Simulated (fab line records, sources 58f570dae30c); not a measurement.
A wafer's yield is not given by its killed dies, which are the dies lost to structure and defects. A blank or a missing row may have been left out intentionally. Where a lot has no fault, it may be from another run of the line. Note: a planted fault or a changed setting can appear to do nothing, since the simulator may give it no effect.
The tool behind it: which one? :: flow berkeley_cmos170 :: 7 lots with 21 wafers sampled at 2 steps, on a route of 331 steps

## WHAT THE GAUGES READ, wafer by wafer
UCB170_GATE_THK_MEAS_05.
lot: L214
measured: day 5 20:18
on: film_metro-03
GATE_POLY_THK (nm): 216.7 216.5 216.5

lot: L215
measured: day 6 05:28
on: film_metro-03
GATE_POLY_THK (nm): 213.9 212.7 211.8

lot: L216
measured: day 6 12:13
on: film_metro-02
GATE_POLY_THK (nm): 212.1 212.8 212.0

lot: L217
measured: day 6 20:31
on: film_metro-01
GATE_POLY_THK (nm): 215.5 214.0 214.9

lot: L218
measured: day 6 20:31
on: film_metro-03
GATE_POLY_THK (nm): 213.1 215.5 214.8

lot: L224
measured: day 7 18:57
on: film_metro-03
GATE_POLY_THK (nm): 246.8 238.6 221.5

lot: L237
measured: day 10 19:16
on: film_metro-01
GATE_POLY_THK (nm): 217.8 218.5 218.5

## WHICH TOOL RAN EACH LOT (tool, then ch and the chambers of the sampled wafers, then the start)
lot: L214
UCB170_GATE_CVD_04: lpcvd-01 ch 1, day 5 18:53

lot: L215
UCB170_GATE_CVD_04: lpcvd-02 ch 1, day 6 04:04

lot: L216
UCB170_GATE_CVD_04: lpcvd-02 ch 1, day 6 10:49

lot: L217
UCB170_GATE_CVD_04: lpcvd-01 ch 0, day 6 19:06

lot: L218
UCB170_GATE_CVD_04: lpcvd-01 ch 1, day 6 19:06

lot: L224
UCB170_GATE_CVD_04: lpcvd-01 ch 0, day 7 17:33

lot: L237
UCB170_GATE_CVD_04: lpcvd-02 ch 1, day 10 17:52
- UCB170_GATE_CVD_04: deposits poly-Si from SiH4, time 1440 s, target thk 214 nm.

## THE ANSWER, worked out from the rows above alone
Rule: usual is defined by the lots themselves. The widest of any qualifying gaps counts: lots, ordered by their means at a reading, are off when they make up no more than a third of the lots, leave a main group of 4 or more, and stand apart from it by 3 or more times the standard deviation of that group's means. A main group whose means are all the same, to the digits that the tables above print for the reading, isn't used. A lot without any number at a reading at which 4 lots or more have one is off too. Any other lot the step has rows for is counted as sound.
Off: at UCB170_GATE_THK_MEAS_05 (GATE_POLY_THK), L224. The main group: mean 214.9 nm, standard deviation 2.1.
A tool fits if, at a process step before that reading, it ran every lot that is off, and no sound lot after the first of them. Those tools and the gauges at UCB170_GATE_THK_MEAS_05 are tried in the same way. Can't be told from this: 2 tools fit, lpcvd-01 at UCB170_GATE_CVD_04, film_metro-03 at UCB170_GATE_THK_MEAS_05.

## WHAT THE SIMULATOR PUT IN
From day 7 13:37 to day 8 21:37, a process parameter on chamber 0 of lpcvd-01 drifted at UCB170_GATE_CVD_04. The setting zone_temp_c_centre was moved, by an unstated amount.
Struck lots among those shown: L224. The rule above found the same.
